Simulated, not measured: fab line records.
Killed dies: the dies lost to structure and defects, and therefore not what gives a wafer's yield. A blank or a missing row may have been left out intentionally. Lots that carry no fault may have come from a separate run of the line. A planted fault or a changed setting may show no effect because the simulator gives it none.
Chamber matching :: flow berkeley-cmos170 :: UCB170_SPACER_CVD_00 on pecvd-01: 3 sister chambers
The step deposits SiO2 from TEOS/O2, target thk 376 nm, time 47 s. 3 wafers are shown with their chamber, then 7 later ones without.

== WAFERS PAIRED WITH THEIR CHAMBERS ==
wafer: L458.1
chamber: 0
heater-power-w (W): 181

wafer: L461.2
chamber: 2
heater-power-w (W): 237

wafer: L461.3
chamber: 1
heater-power-w (W): 383

== WAFERS WITH NO CHAMBER GIVEN ==
wafer: L461.4
heater-power-w (W): 388

wafer: L464.3
heater-power-w (W): 224

wafer: L464.4
heater-power-w (W): 238

wafer: L464.6
heater-power-w (W): 297

wafer: L469.2
heater-power-w (W): 155

wafer: L469.4
heater-power-w (W): 209

wafer: L469.6
heater-power-w (W): 172

== THE CHAMBER EACH PASSED THROUGH ==
wafer: L461.4
from the rows above: 1
in truth: 1

wafer: L464.3
from the rows above: can't be placed: 2 or 0
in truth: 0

wafer: L464.4
from the rows above: 2
in truth: 2

wafer: L464.6
from the rows above: can't be placed: 2 or 1
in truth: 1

wafer: L469.2
from the rows above: 0
in truth: 0

wafer: L469.4
from the rows above: can't be placed: 0 or 2
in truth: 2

wafer: L469.6
from the rows above: 0
in truth: 0
Placed correctly: 4 of 7. Unplaceable from these rows: 3, with the true chamber sitting among the candidates in 3. Number placed wrongly: 0.
How it was worked out, from the rows above alone: a wafer's distance from a chamber is the root of the sum, over the readings, of the square of ((its reading less the chamber's mean) divided by the reading's scatter). The wafer belongs to the nearest chamber; if the next one is less than 2 further off, it can't be placed. The mean given for a chamber averages the wafers shown for that chamber. The scatter (one wafer shown for each chamber): square how far every hidden wafer sits from the nearest shown wafer, average those squares and take the square root.
